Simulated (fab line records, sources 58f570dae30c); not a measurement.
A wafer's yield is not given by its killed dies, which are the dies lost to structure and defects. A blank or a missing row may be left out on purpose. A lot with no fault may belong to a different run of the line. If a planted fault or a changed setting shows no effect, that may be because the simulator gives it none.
fab line records    flow berkeley-cmos170
record lots=6  wafers=18  last-day=11
route steps=331 shown GATE@130
lots that met no fault: from a run of the same line without faults
start-h: hours from the record's first day to the start of the lot's first wafer shown    wait-h: how many hours have passed since the lot's step before this one    " same as the row above    L1.1+2: one row covering several wafers at once    - value missing, or start not given    * or withheld: withheld    < > ~ a bound
route shown NAME@n: a module of which the file shows steps, and the number in the route of the first    usual: mean/standard deviation taken from wafers without a fault    same: alike in all rows    chamber/n: place in a boat    sites: per-site readings    _std_site: standard deviation of those values    _edge_site: inner sites' mean taken away from outer sites' mean    radius-mm: for every site, how far away it sits from the centre of the wafer    mask NAME#n: copy n    behind: tool/chamber where the wafer was last shaped    hold: reason for holding the lot/hours on hold/outcome of the hold    device: names the non-switching transistor (n, p or np)    end of line: at the end of the route, the tests of the same wafers    a step without rows: its recipe alone    killed: dies lost to structure and defects at the first sort, not the wafer's yield    map: dies across one wafer; x = killed, . = not, _ = none there
set.NAME: the run value of the setting; set.NAME@STEP: its run value at that earlier step    model.NAME: the simulator's own value behind a step, which no gauge read
a table for each step, a row for each wafer; lots at some steps of the route
services: when a tool's chamber went out of use (start-h, in hours from the record's first day, below 0 if earlier), for how many hours, and the reason
## steps
# step UCB170_GATE_CVD_04
# recipe material=poly-Si  temp-c=610  precursor=SiH4  time-s=1440  pressure-mtorr=375  target-thk-nm=214  sih4-flow-sccm=120
# step UCB170_GATE_THK_MEAS_05
# recipe reads=poly-Si_of_GATE_CVD_04
# usual GATE_POLY_THK=213.7/2.7
lot.wafer  tool           chamber  start-h  wait-h  GATE_POLY_THK[nm]
L257.1     film-metro-04  -        149.48   0.0     215.8
L257.2     "              -        "        "       213.9
L257.6     "              -        "        "       214.6
L259.1     film-metro-02  -        159.24   0.0     214.6
L259.2     "              -        "        "       214.0
L259.4     "              -        "        "       213.6
L262.1     film-metro-04  -        168.19   0.0     212.8
L262.2     "              -        "        "       212.2
L262.3     "              -        "        "       209.7
L261.3     film-metro-02  -        168.21   0.0     212.0
L261.4     "              -        "        "       213.3
L261.5     "              -        "        "       211.4
L273.1     film-metro-02  -        234.41   0.0     215.9
L273.3     "              -        "        "       215.3
L273.5     "              -        "        "       216.5
L272.2     film-metro-01  -        234.42   0.0     211.0
L272.4     "              -        "        "       213.3
L272.5     "              -        "        "       213.3
# step UCB170_GATE_COAT_06
# recipe resist=BARC  temp-c=withheld  time-s=withheld  spin-rpm=3000  resist-thk-nm=withheld
# step UCB170_GATE_COAT_07
# recipe resist=KrF  spin-rpm=1500  resist-thk-nm=900
# step UCB170_GATE_SOFTBAKE_08
# recipe resist=KrF  temp-c=130  time-s=60
# step UCB170_GATE_EXPOSE_09
# recipe mask-id=POLY  target-cd-nm=350  na=0.5  sigma-outer=0.6  source-shape=conventional  dose-mj=21
# step UCB170_GATE_PEB_10
# recipe peb-temp-c=130  peb-time-s=withheld  resist=KrF
# step UCB170_GATE_DEVELOP_11
# recipe developer=TMAH  develop-time-s=45  resist=KrF  dev-temp-c=21
# step UCB170_GATE_CD_MEAS_12
# recipe target-cd-nm=350
# usual cd-nm=349.7/1.1
lot.wafer  tool       chamber  start-h  wait-h  cd-nm
L257.1     cd-sem-01  -        150.62   -       349.4
L257.2     "          -        "        "       348.6
L257.6     "          -        "        "       349.4
L259.1     cd-sem-01  -        160.96   -       351.1
L259.2     "          -        "        "       348.0
L259.4     "          -        "        "       349.7
L262.1     cd-sem-01  -        169.20   -       349.0
L262.2     "          -        "        "       349.3
L262.3     "          -        "        "       349.8
L261.3     cd-sem-02  -        169.52   -       350.0
L261.4     "          -        "        "       348.8
L261.5     "          -        "        "       349.2
L272.2     cd-sem-02  -        235.53   -       347.7
L272.4     "          -        "        "       348.3
L272.5     "          -        "        "       348.8
L273.1     cd-sem-01  -        235.64   -       347.0
L273.3     "          -        "        "       347.7
L273.5     "          -        "        "       348.4
# step UCB170_GATE_OVL_MEAS_13
# usual GATE_OVL=0/6
lot.wafer  tool        chamber  start-h  wait-h  GATE_OVL[nm]
L257.1     overlay-01  -        150.74   0.1     14
L257.2     "           -        "        "       -1
L257.6     "           -        "        "       3
L259.1     overlay-02  -        161.08   0.1     -6
L259.2     "           -        "        "       5
L259.4     "           -        "        "       1
L262.1     overlay-01  -        169.32   0.1     0
L262.2     "           -        "        "       4
L262.3     "           -        "        "       -4
L261.3     overlay-02  -        169.61   0.1     -5
L261.4     "           -        "        "       -12
L261.5     "           -        "        "       -11
L272.2     overlay-02  -        235.64   0.1     -17
L272.4     "           -        "        "       -13
L272.5     "           -        "        "       -5
L273.1     overlay-01  -        235.76   0.1     3
L273.3     "           -        "        "       -2
L273.5     "           -        "        "       -2
# step UCB170_GATE_ETCH_14
# recipe chemistry=N2/H2  target-depth-a=withheld  overetch-a=withheld  target=BARC  time-s=withheld  source-w=500  bias-w=100  pressure-mtorr=30  n2-flow-sccm=100  h2-flow-sccm=200
# usual drypump-motor-current-A=5.8/0.44  oes-product-au=0.997/0.029  throttle-valve-pct=13.29/0.07
lot.wafer  tool         chamber  start-h  wait-h  drypump-motor-current-A  oes-product-au  throttle-valve-pct
L257.1     rie-diel-01  1        150.78   0.0     6.0                      1.001           13.17
L257.2     "            0        "        "       5.6                      0.975           13.29
L257.6     "            2        "        "       6.3                      0.967           13.39
L259.1     rie-diel-02  2        161.12   0.0     6.2                      1.034           13.24
L259.2     "            1        "        "       6.4                      0.989           13.23
L259.4     "            3        "        "       5.2                      1.020           13.37
L262.1     rie-diel-02  2        169.36   0.0     6.2                      1.037           13.24
L262.2     "            1        "        "       6.4                      0.990           13.22
L262.3     "            3        "        "       5.2                      1.027           13.35
L261.3     rie-diel-03  1        169.63   0.0     5.5                      0.946           13.30
L261.4     "            2        "        "       5.8                      1.001           13.38
L261.5     "            1        "        "       5.5                      0.949           13.27
L272.2     rie-diel-02  0        235.67   0.0     5.6                      1.007           13.27
L272.4     "            1        "        "       6.4                      0.986           13.23
L272.5     "            2        "        "       6.2                      1.047           13.23
L273.1     rie-diel-01  0        235.80   0.0     5.6                      0.976           13.30
L273.3     "            3        "        "       4.9                      1.049           13.25
L273.5     "            1        "        "       6.0                      1.003           13.19
# step UCB170_GATE_ETCH_15
# recipe chemistry=HBr/Cl2  target=poly-Si  stop-on=SiO2  over-etch-frac=0.3  icp-w=300  bias-w=150  time-s=56.3  pressure-mtorr=15  HBr_flow_sccm=150  Cl2_flow_sccm=50  target-depth-a=2782
# usual drypump-motor-current-A=5.8/0.63  oes-product-au=0.832/0.013  throttle-valve-pct=26.51/0.18
lot.wafer  tool       chamber  start-h  wait-h  drypump-motor-current-A  oes-product-au  rf-hours-counter-h  throttle-valve-pct
L257.1     rie-si-01  1        150.82   -       6.7                      0.838           101                 26.54
L257.2     "          3        "        "       5.6                      0.854           108                 26.71
L257.6     "          3        "        "       5.6                      0.857           -                   26.71
L259.1     rie-si-01  0        161.16   -       5.1                      0.821           4                   26.64
L259.2     "          1        "        "       6.7                      0.831           101                 26.52
L259.4     "          3        "        "       5.6                      0.854           108                 26.70
L262.1     rie-si-02  2        169.40   -       6.3                      0.835           6                   26.56
L262.2     "          1        "        "       5.1                      0.822           120                 26.04
L262.3     "          3        "        "       6.0                      0.826           115                 26.35
L261.3     rie-si-01  1        169.68   -       6.7                      0.834           101                 26.52
L261.4     "          0        "        "       5.1                      0.832           4                   26.64
L261.5     "          2        "        "       6.6                      0.815           -                   26.72
L272.2     rie-si-01  0        235.71   -       5.1                      0.826           5                   26.64
L272.4     "          2        "        "       6.7                      0.820           -                   26.71
L272.5     "          0        "        "       5.1                      0.808           -                   26.64
L273.1     rie-si-02  2        235.84   -       6.3                      0.844           6                   26.57
L273.3     "          0        "        "       5.2                      0.830           5                   26.38
L273.5     "          0        "        "       5.2                      0.833           -                   26.38
# step UCB170_GATE_STRIP_16
# recipe chemistry=O2  power-w=400  pressure-mtorr=3500  platen-temp-c=withheld  o2-flow-sccm=400  overash-fraction=0.5
# usual chamber-pressure-mTorr=3500/3.2  drypump-motor-current-A=5.7/0.55  oes-product-au=0.724/0.0048
lot.wafer  tool             chamber  start-h  wait-h  chamber-pressure-mTorr  drypump-motor-current-A  oes-product-au  rf-hours-counter-h  model.KrF_of_GATE_COAT_07.thk-nm
L257.1     plasma-asher-03  0        150.87   0.0     3502                    5.0                      0.728           38                  0
L257.2     "                1        "        "       3495                    5.8                      0.729           38                  0
L257.6     "                0        "        "       3502                    5.0                      0.733           -                   0
L259.1     plasma-asher-04  1        161.21   0.0     -                       -                        -               -                   780.6
L259.2     "                0        "        "       -                       -                        -               -                   780.6
L259.4     "                0        "        "       -                       -                        -               -                   779
L262.1     plasma-asher-04  1        169.45   0.0     -                       -                        -               -                   777.3
L262.2     "                0        "        "       -                       -                        -               -                   779.2
L262.3     "                0        "        "       -                       -                        -               -                   784.7
L261.3     plasma-asher-03  1        169.76   0.1     3498                    5.8                      0.724           -                   0
L261.4     "                0        "        "       3498                    5.0                      0.727           -                   0
L261.5     "                1        "        "       3496                    5.8                      0.726           -                   0
L272.2     plasma-asher-04  0        235.76   0.0     3502                    6.5                      0.723           54                  0
L272.4     "                1        "        "       3500                    6.3                      0.720           -                   0
L272.5     "                0        "        "       3502                    6.5                      0.715           -                   0
L273.1     plasma-asher-03  0        235.89   0.0     3499                    5.0                      0.720           47                  0
L273.3     "                1        "        "       3498                    5.8                      0.720           -                   0
L273.5     "                1        "        "       3500                    5.8                      0.730           -                   0
# step UCB170_GATE_CD_MEAS_90
# recipe target-cd-nm=350
# usual cd-nm=349.8/1.2
lot.wafer  tool       chamber  start-h  wait-h  cd-nm
L257.1     cd-sem-02  -        150.97   0.1     348.9
L257.2     "          -        "        "       348.5
L257.6     "          -        "        "       348.9
L259.1     cd-sem-01  -        161.31   0.1     351.0
L259.2     "          -        "        "       349.0
L259.4     "          -        "        "       349.8
L262.1     cd-sem-01  -        169.55   0.1     348.9
L262.2     "          -        "        "       349.7
L262.3     "          -        "        "       350.2
L261.3     cd-sem-02  -        169.86   0.1     350.2
L261.4     "          -        "        "       348.9
L261.5     "          -        "        "       349.5
L272.2     cd-sem-01  -        235.88   0.1     347.6
L272.4     "          -        "        "       348.6
L272.5     "          -        "        "       348.3
L273.1     cd-sem-01  -        235.99   0.1     347.3
L273.3     "          -        "        "       347.2
L273.5     "          -        "        "       347.9
## services
tool             chamber  start-h  hours  kind
plasma-asher-04  -        148.95   2.8    repair
rie-diel-03      2        171.13   3.5    repair
rie-si-02        1        174.93   -      clean
rie-si-02        1        174.93   14.5   scheduled-down
rie-si-02        1        174.93   14.5   vent-cycle
rie-diel-03      3        179.34   10.1   repair
rie-si-02        2        190.07   2.3    repair
rie-diel-02      0        191.67   2.8    repair
rie-si-02        3        200.78   3.3    repair
rie-si-02        2        206.07   7.2    repair
rie-si-02        3        212.01   13.2   repair
rie-diel-03      1        215.47   -      clean
rie-diel-03      1        215.47   29.8   scheduled-down
rie-diel-03      1        215.47   29.8   vent-cycle
rie-si-01        3        222.82   -      clean
rie-si-01        3        222.82   26.5   scheduled-down
rie-si-01        3        222.82   26.5   vent-cycle
rie-si-02        3        225.24   -      clean
rie-si-02        3        225.24   22.4   scheduled-down
rie-si-02        3        225.24   22.4   vent-cycle
rie-diel-02      1        226.90   6.2    repair
## key
first-sign step=UCB170_GATE_STRIP_16  reading=tool-record  direction=missing
effect none on later readings
model-effect step=UCB170_GATE_STRIP_16  value=KrF_of_GATE_COAT_07.thk-nm  without=0  struck=780.2
met-at UCB170_GATE_STRIP_16
struck-wafers L259.1,L259.2,L259.4,L262.1,L262.2,L262.3
later-rows-left-out L259.1,L259.2,L259.4,L262.1,L262.2,L262.3
sort-left-out L259.1,L259.2,L259.4,L262.1,L262.2,L262.3
tester-left-out L259,L262
fault kind=skipped-step-whole  tool=plasma-asher-04  chamber=-  onset-h=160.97  steps=UCB170_GATE_STRIP_16  scope=struck-lots-only
# tester-left-out: of these lots the tester's yield and bins aren't shown, on N5 and GAA mostly nor the transistor test; their killed dies are dies lost to structure and defects alone, not to doping, threshold or leakage, so they don't give the yield
# sort-left-out: the simulated sort isn't trusted on such a fault, so these wafers' sort isn't shown, and their yield isn't known
# later-rows-left-out: the simulator's readings of these wafers behind a module that went badly wrong aren't trusted and aren't shown, but for the sort
